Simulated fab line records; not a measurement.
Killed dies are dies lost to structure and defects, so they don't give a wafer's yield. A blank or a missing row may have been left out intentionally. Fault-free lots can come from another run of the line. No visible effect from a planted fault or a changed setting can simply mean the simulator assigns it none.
The tool behind it: which one? + flow berkeley-cmos170 + 6 lots with 18 wafers sampled at 2 steps, on a route of 331 steps

== WHAT THE GAUGES READ, wafer by wafer ==
UCB170_NWELL_OVL_MEAS_12.
| lot  | measured    | on         | NWELL_OVL (nm) |
|------|-------------|------------|----------------|
| L885 | day 2 10:52 | overlay-01 | 3 -7 -2        |
| L889 | day 3 12:08 | overlay-02 | 3 -2 2         |
| L890 | day 3 18:59 | overlay-01 | -9 -2 -11      |
| L895 | day 4 20:17 | overlay-02 | -6 -6 -7       |
| L901 | day 5 23:56 | overlay-02 | 4 2 0          |
| L906 | day 6 22:56 | overlay-01 | 4 7 8          |

== WHAT TOOL EACH LOT RAN ON (gives the tool, then ch and the chambers of the sampled wafers, and finally the start) ==
| lot  | UCB170_NWELL_EXPOSE_09           |
|------|----------------------------------|
| L885 | krf-scanner-02 ch 0, day 2 10:29 |
| L889 | krf-scanner-02 ch 0, day 3 11:19 |
| L890 | krf-scanner-01 ch 0, day 3 18:14 |
| L895 | krf-scanner-01 ch 0, day 4 19:45 |
| L901 | krf-scanner-02 ch 0, day 5 23:29 |
| L906 | krf-scanner-02 ch 0, day 6 22:32 |
- UCB170_NWELL_EXPOSE_09: exposes mask NWELL, target cd 3000 nm.

== THE ANSWER, worked out from the rows above alone ==
Rule: usual is defined by the lots themselves. The widest of any qualifying gaps counts: lots, ordered by their means at a reading, are off when they make up no more than a third of the lots, leave a main group of 4 or more, and stand apart from it by 3 or more times the standard deviation of that group's means. Not used: any main group whose means are identical at the precision the tables above print for the reading. Also off: a lot with no number at a reading for which 4 or more lots have one. The other lots that the step has rows for count as sound.
Across all readings shown, no lot is off: no conclusion can be drawn from this.

== WHAT THE SIMULATOR HAD PUT IN ==
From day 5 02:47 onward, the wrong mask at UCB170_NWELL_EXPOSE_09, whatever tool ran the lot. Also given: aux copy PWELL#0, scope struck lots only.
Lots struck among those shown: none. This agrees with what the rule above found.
